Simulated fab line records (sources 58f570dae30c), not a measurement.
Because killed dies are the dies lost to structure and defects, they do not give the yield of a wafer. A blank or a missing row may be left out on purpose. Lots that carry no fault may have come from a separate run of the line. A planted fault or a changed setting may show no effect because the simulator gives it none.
Lot-split experiment | flow berkeleyCmos170 | 23 wafers read from 5 lots, route of 331 steps

ABOUT THE SPLIT
At UCB170_M2_SPUTTER_01 (material Al, target thk 900 nm, time 120 s), the setting timeS was moved away from the recipe's 120 s on 11 of the 23 wafers read, by -11.3% to +14.5%. The other wafers ran this setting at the recipe's value.

FROM THE SPLIT TO THE READING: what the file shows between them, 6 steps
- UCB170_M2_RS_MEAS_02: measures by four-point-probe
- UCB170_M2_THK_MEAS_03: measures by xrf
- UCB170_M2_SOFTBAKE_06: time 60 s (also split here: timeS)
- UCB170_M2_STRIP_07: strips in O2
- UCB170_M2_STRIP_08: strips KrF in DMSO, time 600 s
- UCB170_M2_ETCH_17: etches BARC in N2/H2

THE READING
oesProductAu, in a.u., at UCB170_M2_METAL_ETCH_18 (etches Al in Cl2/BCl3, stops on SiO2, target depth 1170 nm, time 195 s). Typical for fault-free wafers on this fab line: 0.844 a.u., with standard deviation 0.015 a.u.

wafer  | tool, chamber at the split | timeS as run, s | against the recipe | oesProductAu, a.u. | against lot-mates on the recipe
L074.1 | pvdSputter-01, -           | 135.9           | +13.3%             | 0.889              | +0.059
L074.2 | pvdSputter-01, -           | 120             | recipe             | 0.839              | -
L074.3 | pvdSputter-01, -           | 135.9           | +13.3%             | 0.886              | +0.056
L074.4 | pvdSputter-01, -           | 135.9           | +13.3%             | 0.890              | +0.060
L074.6 | pvdSputter-01, -           | 120             | recipe             | 0.821              | -
L078.1 | pvdSputter-02, -           | 111.1           | -7.4%              | 0.815              | -0.037
L078.2 | pvdSputter-02, -           | 120             | recipe             | 0.849              | -
L078.3 | pvdSputter-02, -           | 111.1           | -7.4%              | 0.815              | -0.037
L078.4 | pvdSputter-02, -           | 120             | recipe             | 0.858              | -
L078.5 | pvdSputter-02, -           | 120             | recipe             | 0.848              | -
L081.3 | pvdSputter-02, -           | 120             | recipe             | 0.856              | -
L081.5 | pvdSputter-02, -           | 120             | recipe             | 0.863              | -
L081.6 | pvdSputter-02, -           | 120             | recipe             | 0.858              | -
L084.2 | pvdSputter-02, -           | 120             | recipe             | 0.875              | -
L084.3 | pvdSputter-02, -           | 137.4           | +14.5%             | 0.903              | +0.032
L084.4 | pvdSputter-02, -           | 120             | recipe             | 0.866              | -
L084.5 | pvdSputter-02, -           | 137.4           | +14.5%             | 0.954              | +0.083
L084.6 | pvdSputter-02, -           | 137.4           | +14.5%             | 0.901              | +0.030
L083.1 | pvdSputter-01, -           | 120             | recipe             | 0.842              | -
L083.3 | pvdSputter-01, -           | 120             | recipe             | 0.855              | -
L083.4 | pvdSputter-01, -           | 106.4           | -11.3%             | 0.807              | -0.041
L083.5 | pvdSputter-01, -           | 106.4           | -11.3%             | 0.798              | -0.050
L083.6 | pvdSputter-01, -           | 106.4           | -11.3%             | 0.797              | -0.051

THE FIT
A straight line over all 23 wafers: oesProductAu changes by +0.00408 a.u. for each +1% of timeS; r = +0.91; the points scatter about the line by 0.016 a.u.
The same after taking each lot's own level away (the mean of its wafers on the recipe; 23 wafers): +0.00403 a.u. for each +1%; r = +0.95; scatter 0.011 a.u.
That fit puts the effect of the largest move of timeS on the reading at 0.058 a.u.
From 0.8300 to 0.8705 a.u.: that is the span of the lots' own levels, equal to 2.7 times the standard deviation above.
The two slopes are in agreement: the lot-to-lot level therefore moves the slope only a little.
Check: for one of the wafers moved furthest among these (+14.5%), held out of the fit, the line's prediction against its lot-mates is +0.0613 a.u. Against them it came out at +0.0325 a.u.

ADDITIONAL SPLITS CARRIED BY THESE WAFERS
Other splits were also applied to these wafers ahead of the reading. Each is held against what the fit with the lots' levels taken away leaves over:
other split on the same wafers | wafers away from the commonest value | r with oesProductAu (lot level and that fit taken away)
UCB170_V1_COAT_07 spinRpm      | 4                                    | +0.24
UCB170_M2_SOFTBAKE_06 timeS    | 8                                    | -0.33

THE WHOLE CHAIN: every reading that the file lists as answering this split, in the file's order
step                    | what it does                                                           | reading                                                                    | change (the file's fit)                   | r (the file's)
UCB170_M2_SPUTTER_01    | material Al, target thk 900 nm, time 120 s                             | Al_of_M2_SPUTTER_01.thkNm (the simulator's own value, which no gauge read) | +8.97 nm for each +1% of the setting      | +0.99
UCB170_M2_RS_MEAS_02    | measures by four-point-probe                                           | M2_AL_RS                                                                   | -0.000308 for each +1% of the setting     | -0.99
UCB170_M2_THK_MEAS_03   | measures by xrf                                                        | M2_AL_THK                                                                  | +9.2 for each +1% of the setting          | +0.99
UCB170_M2_METAL_ETCH_18 | etches Al in Cl2/BCl3, stops on SiO2, target depth 1170 nm, time 195 s | oesProductAu                                                               | +0.00402 a.u. for each +1% of the setting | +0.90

FILE'S OWN FIT
oesProductAu changes by +0.00402 a.u. for each +1% of timeS, r = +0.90.
